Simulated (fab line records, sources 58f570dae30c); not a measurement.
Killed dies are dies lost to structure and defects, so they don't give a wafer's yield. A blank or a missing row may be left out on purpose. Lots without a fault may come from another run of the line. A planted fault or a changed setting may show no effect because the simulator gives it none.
Split-lot experiment | flow berkeley_cmos170 | 5 lots, 23 wafers read, on a route of 331 steps

THE SPLIT
At UCB170_M3_SPUTTER_01 (material Al, target thk 900 nm, time 120 s), the setting time_s was moved away from the recipe's 120 s on 6 of the 23 wafers read, by -5.7% to +14.6%. The other wafers ran this setting at the recipe's value.

FROM THE SPLIT TO THE READING: what the file shows between them, 2 steps
- UCB170_M3_RS_MEAS_02: measures by four-point-probe
- UCB170_M3_THK_MEAS_03: measures by xrf

THE READING
oes_product_au, in a.u., at UCB170_M3_METAL_ETCH_18 (etches Al in Cl2/BCl3, stops on SiO2, target depth 1170 nm, time 195 s). Fault-free wafers of this fab line usually give 0.852 a.u., standard deviation 0.018 a.u..

wafer  | tool, chamber at the split | time_s as run, s | against the recipe | oes_product_au, a.u. | against lot-mates on the recipe
L077.2 | pvd_sputter-04, -          | 120              | recipe             | 0.849                | -
L077.3 | pvd_sputter-04, -          | 113.2            | -5.7%              | 0.802                | -0.041
L077.4 | pvd_sputter-04, -          | 120              | recipe             | 0.848                | -
L077.5 | pvd_sputter-04, -          | 113.2            | -5.7%              | 0.816                | -0.027
L077.6 | pvd_sputter-04, -          | 120              | recipe             | 0.831                | -
L078.1 | pvd_sputter-01, -          | 137.5            | +14.6%             | 0.989                | +0.106
L078.2 | pvd_sputter-01, -          | 137.5            | +14.6%             | 0.939                | +0.056
L078.3 | pvd_sputter-01, -          | 120              | recipe             | 0.867                | -
L078.4 | pvd_sputter-01, -          | 120              | recipe             | 0.902                | -
L078.5 | pvd_sputter-01, -          | 120              | recipe             | 0.880                | -
L084.1 | pvd_sputter-01, -          | 120              | recipe             | 0.827                | -
L084.2 | pvd_sputter-01, -          | 120              | recipe             | 0.838                | -
L084.4 | pvd_sputter-01, -          | 120              | recipe             | 0.837                | -
L084.5 | pvd_sputter-01, -          | 120              | recipe             | 0.841                | -
L084.6 | pvd_sputter-01, -          | 120              | recipe             | 0.839                | -
L082.2 | pvd_sputter-02, -          | 120              | recipe             | 0.862                | -
L082.4 | pvd_sputter-02, -          | 120              | recipe             | 0.852                | -
L082.5 | pvd_sputter-02, -          | 120              | recipe             | 0.856                | -
L083.1 | pvd_sputter-01, -          | 136.4            | +13.7%             | 0.887                | +0.064
L083.2 | pvd_sputter-01, -          | 120              | recipe             | 0.807                | -
L083.3 | pvd_sputter-01, -          | 120              | recipe             | 0.841                | -
L083.5 | pvd_sputter-01, -          | 120              | recipe             | 0.820                | -
L083.6 | pvd_sputter-01, -          | 136.4            | +13.7%             | 0.896                | +0.073

THE FIT
A straight line over all 23 wafers: oes_product_au changes by +0.00591 a.u. for each +1% of time_s; r = +0.81; the points scatter about the line by 0.026 a.u..
The same after taking each lot's own level away (the mean of its wafers on the recipe; 23 wafers): +0.00538 a.u. for each +1%; r = +0.94; scatter 0.012 a.u..
On that fit, the largest move of time_s shifts the reading by 0.079 a.u..
The lots' own levels span 0.8227 to 0.8830 a.u., that is 3.4 times the standard deviation above.
So the lot-to-lot level changes the slope little: the two slopes agree.
Check: with one of the wafers moved furthest among these (+14.6%) left out of the fit, the line predicts +0.0688 a.u. for it against its lot-mates. It came out at +0.106 a.u. against them.

OTHER SPLITS ON THESE WAFERS
These wafers also went through other splits before the reading. Each is held against what the fit with the lots' levels taken away leaves over:
other split on the same wafers | wafers away from the commonest value | r with oes_product_au (lot level and that fit taken away)
UCB170_M2_SPUTTER_01 power_w   | 9                                    | -0.12
UCB170_M2_METAL_ETCH_18 time_s | 6                                    | -0.03
UCB170_V2_ETCH_14 rf_w         | 5                                    | +0.13

THE WHOLE CHAIN: every reading that the file lists as answering this split, in the file's order
step                    | what it does                                                           | reading                                                                     | change (the file's fit)                   | r (the file's)
UCB170_M3_SPUTTER_01    | material Al, target thk 900 nm, time 120 s                             | Al_of_M3_SPUTTER_01.thk_nm (the simulator's own value, which no gauge read) | +9.51 nm for each +1% of the setting      | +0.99
UCB170_M3_RS_MEAS_02    | measures by four-point-probe                                           | M3_AL_RS                                                                    | -0.000306 for each +1% of the setting     | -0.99
UCB170_M3_THK_MEAS_03   | measures by xrf                                                        | M3_AL_THK                                                                   | +9.47 for each +1% of the setting         | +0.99
UCB170_M3_METAL_ETCH_18 | etches Al in Cl2/BCl3, stops on SiO2, target depth 1170 nm, time 195 s | oes_product_au                                                              | +0.00537 a.u. for each +1% of the setting | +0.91

THE FILE'S OWN FIT
oes_product_au changes by +0.00537 a.u. for each +1% of time_s, r = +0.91.
